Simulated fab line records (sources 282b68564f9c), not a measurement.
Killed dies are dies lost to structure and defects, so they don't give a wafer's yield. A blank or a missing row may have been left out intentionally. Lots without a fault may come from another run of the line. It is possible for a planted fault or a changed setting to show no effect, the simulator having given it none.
Struck lot and sound lot, side by side | flow rit-cmos | 43 out of 202 route steps
Sound: these wafers, L540.1, L540.2, L540.4. Struck: wafers L542.2, L542.5, L542.6. The cause is given at the end.
Order at every step that has rows: each side's tool, ch and its chambers, its first start. Under that, the readings that differ: sound wafers | struck wafers | difference of the means | sigmas: that difference in standard deviations of wafers without a fault.
alike: readings with means less than 2 such deviations apart, plus words and numbers identical on both sides. not compared: withheld readings, readings lacking a value on some wafer, bounds such as >300 that could conceal the same value, and numbers that have no deviation in the record and whose values overlap.
A row with sigmas, a row that says differs or no value, or rows on one side alone: a step with any of these is where the two part. Numbers that have no deviation but don't overlap get no sigmas and don't part them. A reading missing from all wafers of one side parts the sides only when that side holds two or more wafers.

first, 2 steps without rows for these wafers: RIT_NLDD_HARDBAKE_07 (time 60 s); RIT_NLDD_IMPLANT_08.
RIT_NLDD_STRIP_09: strips in O2, time 180 s.
  sound on plasma-asher-03 ch 0,1, day 4 07:14; struck on plasma-asher-02 ch 0,1, day 5 03:36
  alike: drypump-motor-current-A, o2-flow-sccm
  not compared: rf-hours-counter-h
RIT_NLDD_TW_MEAS_10:
  sound on film-metro-03 at day 4 07:25; struck on film-metro-02 at day 5 03:47
  alike: NLDD_TW
then, 6 steps without rows for these wafers: RIT_PLDD_HMDS_00 (prime time 60 s); RIT_PLDD_COAT_01 (resist thk 1000 nm); RIT_PLDD_SOFTBAKE_02 (time 60 s); RIT_PLDD_EXPOSE_03 (exposes mask M8, target cd 40900 nm); RIT_PLDD_PEB_04; RIT_PLDD_DEVELOP_05 (develop time 50 s).
RIT_PLDD_OVL_MEAS_06:
  sound on overlay-01 at day 4 08:26; struck on overlay-01 at day 5 04:41
  reading       | sound         | struck      | difference | sigmas
  PLDD_OVL (nm) | -3.3 -0.7 1.1 | 2.7 2.8 1.4 | +3.3       | +3
then, 1 step without rows for these wafers: RIT_PLDD_HARDBAKE_07 (time 60 s).
RIT_PLDD_IMPLANT_08:
  sound on implanter-01 ch 0, day 4 08:45; struck on implanter-04 ch 0, day 5 04:59
  reading                          | sound                         | struck                           | difference  | sigmas
  dose-ions-cm2                    | 9.032e+14 8.999e+14 9.011e+14 | 1.4394e+15 1.4408e+15 1.4406e+15 | +5.3887e+14 | +99 or more
  end-station-pressure-torr (Torr) | 7.3e-06 7.6e-06 7.1e-06       | 8.7e-06 8.6e-06 8.7e-06          | +1.3e-06    | +4
  faraday-current-uA               | 2818 2819 2910                | 4506 4518 4529                   | +1669       | +30
  alike: beam-on-s
RIT_PLDD_STRIP_09: strips in O2, time 180 s.
  sound on plasma-asher-03 ch 0,1, day 4 08:54; struck on plasma-asher-04 ch 0,1, day 5 05:07
  alike: drypump-motor-current-A, o2-flow-sccm
  not compared: rf-hours-counter-h
RIT_PLDD_TW_MEAS_10:
  sound on film-metro-04 at day 4 09:05; struck on film-metro-02 at day 5 05:32
  reading | sound          | struck         | difference | sigmas
  PLDD_TW | 2358 2358 2357 | 2630 2633 2639 | +276       | +18
  not compared: hold
then, 3 steps without rows for these wafers: RIT_SPACER_CLEAN_01 (cleans in dHF, time 30 s); RIT_SPACER_CLEAN_02 (cleans in SC2, time 600 s); RIT_SPACER_CVD_03 (deposits Si3N4 from SiH2Cl2/NH3, target thk 250 nm, time 3300 s).
RIT_SPACER_THK_MEAS_04:
  sound on film-metro-03 at day 4 11:26; struck on film-metro-01 at day 5 10:49
  alike: SPACER_NITRIDE_THK
RIT_SPACER_ETCHBACK_05: etches Si3N4 in SF6/CHF3, stops on SiO2, target depth 250 nm, time 240 s.
  sound on rie-diel-02 ch 0,2,3, day 4 11:30; struck on rie-diel-02 ch 0,1,3, day 5 10:52
  alike: CHF3_flow_sccm, drypump-motor-current-A, oes-product-au, rf-fwd-power-W, throttle-valve-pct
  not compared: rf-hours-counter-h
then, 6 steps without rows for these wafers: RIT_NSD_HMDS_00 (prime time 60 s); RIT_NSD_COAT_01 (resist thk 1000 nm); RIT_NSD_SOFTBAKE_02 (time 60 s); RIT_NSD_EXPOSE_03 (exposes mask M9, target cd 40700 nm); RIT_NSD_PEB_04; RIT_NSD_DEVELOP_05 (develop time 50 s).
RIT_NSD_OVL_MEAS_06:
  sound on overlay-01 at day 4 12:37; struck on overlay-01 at day 5 12:16
  alike: NSD_OVL
then, 2 steps without rows for these wafers: RIT_NSD_HARDBAKE_07 (time 60 s); RIT_NSD_IMPLANT_08.
RIT_NSD_STRIP_09: strips in O2, time 180 s.
  sound on plasma-asher-01 ch 0,1, day 4 13:02; struck on plasma-asher-04 ch 0,1, day 5 18:50
  alike: drypump-motor-current-A, o2-flow-sccm
  not compared: rf-hours-counter-h
RIT_NSD_TW_MEAS_10:
  sound on film-metro-03 at day 4 13:13; struck on film-metro-03 at day 5 19:01
  alike: NSD_TW
then, 6 steps without rows for these wafers: RIT_PSD_HMDS_00 (prime time 60 s); RIT_PSD_COAT_01 (resist thk 1000 nm); RIT_PSD_SOFTBAKE_02 (time 60 s); RIT_PSD_EXPOSE_03 (exposes mask M10, target cd 40900 nm); RIT_PSD_PEB_04; RIT_PSD_DEVELOP_05 (develop time 50 s).
RIT_PSD_OVL_MEAS_06:
  sound on overlay-02 at day 4 14:15; struck on overlay-01 at day 5 19:55
  alike: PSD_OVL
then, 2 steps without rows for these wafers: RIT_PSD_HARDBAKE_07 (time 60 s); RIT_PSD_IMPLANT_08.
RIT_PSD_STRIP_09: strips in O2, time 180 s.
  the record has rows for the sound wafers here (plasma-asher-04 ch 0,1, day 4 14:35) and none for the struck ones
RIT_SDANNEAL_RS_MEAS_06: the measuring method here is four-point-probe.
  the record has rows for the sound wafers here (film-metro-03, day 4 15:31) and none for the struck ones
RIT_M1_PROBE_99:
  the record has rows for the sound wafers here (prober-01, day 4 22:52) and none for the struck ones

WHERE THEY PART
At RIT_PLDD_OVL_MEAS_06 first; at RIT_M1_PROBE_99 last (within this record only).

WHY: what the simulator had put in
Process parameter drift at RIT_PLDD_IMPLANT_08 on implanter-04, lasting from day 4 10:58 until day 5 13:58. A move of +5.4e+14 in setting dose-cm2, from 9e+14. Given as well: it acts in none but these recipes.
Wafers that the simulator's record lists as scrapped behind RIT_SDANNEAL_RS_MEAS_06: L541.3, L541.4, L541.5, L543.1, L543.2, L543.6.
